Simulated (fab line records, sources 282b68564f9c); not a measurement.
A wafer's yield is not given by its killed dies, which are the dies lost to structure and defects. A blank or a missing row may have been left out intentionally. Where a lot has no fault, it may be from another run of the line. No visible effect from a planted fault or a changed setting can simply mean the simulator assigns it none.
Which tool was responsible? / flow ritCmos / 48 wafers from 16 lots sampled at 2 of the route's 202 steps

== WHAT THE GAUGES READ, wafer by wafer ==
RIT_NWELL_OVL_MEAS_06.
lot=L837; measured=day 1 22:35; on=overlay-01; NWELL_OVL (nm)=4.3 2.4 1.5
lot=L839; measured=day 2 10:02; on=overlay-01; NWELL_OVL (nm)=2.1 0.4 -0.4
lot=L840; measured=day 2 12:20; on=overlay-02; NWELL_OVL (nm)=-2.0 -1.7 1.0
lot=L841; measured=day 2 17:55; on=overlay-01; NWELL_OVL (nm)=2.0 0.2 1.3
lot=L842; measured=day 2 23:57; on=overlay-02; NWELL_OVL (nm)=-0.3 -0.2 -0.6
lot=L844; measured=day 3 08:41; on=overlay-02; NWELL_OVL (nm)=0.9 1.2 0.1
lot=L845; measured=day 3 14:14; on=overlay-02; NWELL_OVL (nm)=-0.4 0.9 0.9
lot=L846; measured=day 3 18:29; on=overlay-01; NWELL_OVL (nm)=3.0 1.6 -0.3
lot=L847; measured=day 4 00:46; on=overlay-01; NWELL_OVL (nm)=0.6 -0.8 -1.1
lot=L849; measured=day 4 11:57; on=overlay-02; NWELL_OVL (nm)=-0.7 1.3 -2.0
lot=L850; measured=day 4 15:38; on=overlay-01; NWELL_OVL (nm)=-0.2 -0.1 -0.5
lot=L851; measured=day 4 20:11; on=overlay-01; NWELL_OVL (nm)=2.5 3.1 2.4
lot=L852; measured=day 5 01:46; on=overlay-02; NWELL_OVL (nm)=-148.5 -148.5 -148.2
lot=L853; measured=day 5 04:57; on=overlay-02; NWELL_OVL (nm)=-149.5 -150.6 -147.6
lot=L855; measured=day 5 17:52; on=overlay-01; NWELL_OVL (nm)=-147.8 -146.2 -148.9
lot=L857; measured=day 6 01:20; on=overlay-01; NWELL_OVL (nm)=-147.7 -147.3 -146.6

== TOOL THAT RAN EACH LOT (tool first, then ch and the chambers of the sampled wafers, then the start) ==
lot=L837; RIT_NWELL_EXPOSE_03=ilineStepper-02 ch 0, day 1 22:10
lot=L839; RIT_NWELL_EXPOSE_03=ilineStepper-02 ch 0, day 2 09:36
lot=L840; RIT_NWELL_EXPOSE_03=ilineStepper-01 ch 0, day 2 11:56
lot=L841; RIT_NWELL_EXPOSE_03=ilineStepper-02 ch 0, day 2 17:31
lot=L842; RIT_NWELL_EXPOSE_03=ilineStepper-02 ch 0, day 2 23:31
lot=L844; RIT_NWELL_EXPOSE_03=ilineStepper-02 ch 0, day 3 08:17
lot=L845; RIT_NWELL_EXPOSE_03=ilineStepper-02 ch 0, day 3 13:49
lot=L846; RIT_NWELL_EXPOSE_03=ilineStepper-02 ch 0, day 3 18:04
lot=L847; RIT_NWELL_EXPOSE_03=ilineStepper-02 ch 0, day 4 00:22
lot=L849; RIT_NWELL_EXPOSE_03=ilineStepper-01 ch 0, day 4 11:32
lot=L850; RIT_NWELL_EXPOSE_03=ilineStepper-02 ch 0, day 4 15:04
lot=L851; RIT_NWELL_EXPOSE_03=ilineStepper-02 ch 0, day 4 19:47
lot=L852; RIT_NWELL_EXPOSE_03=ilineStepper-02 ch 0, day 5 01:22
lot=L853; RIT_NWELL_EXPOSE_03=ilineStepper-02 ch 0, day 5 04:30
lot=L855; RIT_NWELL_EXPOSE_03=ilineStepper-02 ch 0, day 5 17:26
lot=L857; RIT_NWELL_EXPOSE_03=ilineStepper-02 ch 0, day 6 00:56
- RIT_NWELL_EXPOSE_03: exposes mask M2, target cd 43900 nm.

== WHAT THE TOOLS THEMSELVES READ (means of the sampled wafers that have a number; where no wafer has one, the mark that the record gives instead) ==
RIT_NWELL_EXPOSE_03.
lot=L837; tool=ilineStepper-02; exposureDoseMJCm2=250.47; focusOffsetNm (nm)=-0.3
lot=L839; tool=ilineStepper-02; exposureDoseMJCm2=250.00; focusOffsetNm (nm)=-0.3
lot=L840; tool=ilineStepper-01; exposureDoseMJCm2=250.16; focusOffsetNm (nm)=-0.1
lot=L841; tool=ilineStepper-02; exposureDoseMJCm2=250.17; focusOffsetNm (nm)=0.8
lot=L842; tool=ilineStepper-02; exposureDoseMJCm2=249.78; focusOffsetNm (nm)=-0.5
lot=L844; tool=ilineStepper-02; exposureDoseMJCm2=249.92; focusOffsetNm (nm)=-0.3
lot=L845; tool=ilineStepper-02; exposureDoseMJCm2=249.83; focusOffsetNm (nm)=0.1
lot=L846; tool=ilineStepper-02; exposureDoseMJCm2=250.18; focusOffsetNm (nm)=0.5
lot=L847; tool=ilineStepper-02; exposureDoseMJCm2=250.25; focusOffsetNm (nm)=-0.2
lot=L849; tool=ilineStepper-01; exposureDoseMJCm2=250.15; focusOffsetNm (nm)=-0.6
lot=L850; tool=ilineStepper-02; exposureDoseMJCm2=249.99; focusOffsetNm (nm)=0.2
lot=L851; tool=ilineStepper-02; exposureDoseMJCm2=249.72; focusOffsetNm (nm)=0.1
lot=L852; tool=ilineStepper-02; exposureDoseMJCm2=249.99; focusOffsetNm (nm)=-0.2
lot=L853; tool=ilineStepper-02; exposureDoseMJCm2=249.86; focusOffsetNm (nm)=-0.5
lot=L855; tool=ilineStepper-02; exposureDoseMJCm2=249.78; focusOffsetNm (nm)=0.3
lot=L857; tool=ilineStepper-02; exposureDoseMJCm2=249.82; focusOffsetNm (nm)=-0.2

== THE ANSWER, worked out from the rows above alone ==
Rule: the lots themselves supply what counts as usual. Put in order of their means at a reading, lots are off if they are a third of the lots or fewer, leave a main group of 4 or more, and stand apart from it by a gap of 3 or more times the standard deviation of the main group's means; of several such gaps the widest counts. The tables above print the reading to a certain number of digits; a main group whose means all agree to those digits is not used. Also off: a lot with no number at a reading for which 4 or more lots have one. Any other lot the step has rows for is counted as sound. The gauges are gone through in route order, then the tools' own readings, and for those a lot's mean is taken as printed above. The first step at which some lot is off is used, and at that step the reading that is off furthest; a lot without a number counts as furthest.
Off: at RIT_NWELL_OVL_MEAS_06 (NWELL_OVL), L852, L853, L855, L857. The main group has a mean of 0.6 nm with a standard deviation of 1.2.
A tool fits if, at a process step before that reading, it ran every lot that is off, and no sound lot after the first of them. Gauges at RIT_NWELL_OVL_MEAS_06: tried the same way as those tools. One fits: RIT_NWELL_EXPOSE_03 on ilineStepper-02. Its last sound lot is L851 (day 4 19:47), its first lot that is off L852 (day 5 01:22): a fault that began between those two fits.

== WHAT WAS PUT IN BY THE SIMULATOR ==
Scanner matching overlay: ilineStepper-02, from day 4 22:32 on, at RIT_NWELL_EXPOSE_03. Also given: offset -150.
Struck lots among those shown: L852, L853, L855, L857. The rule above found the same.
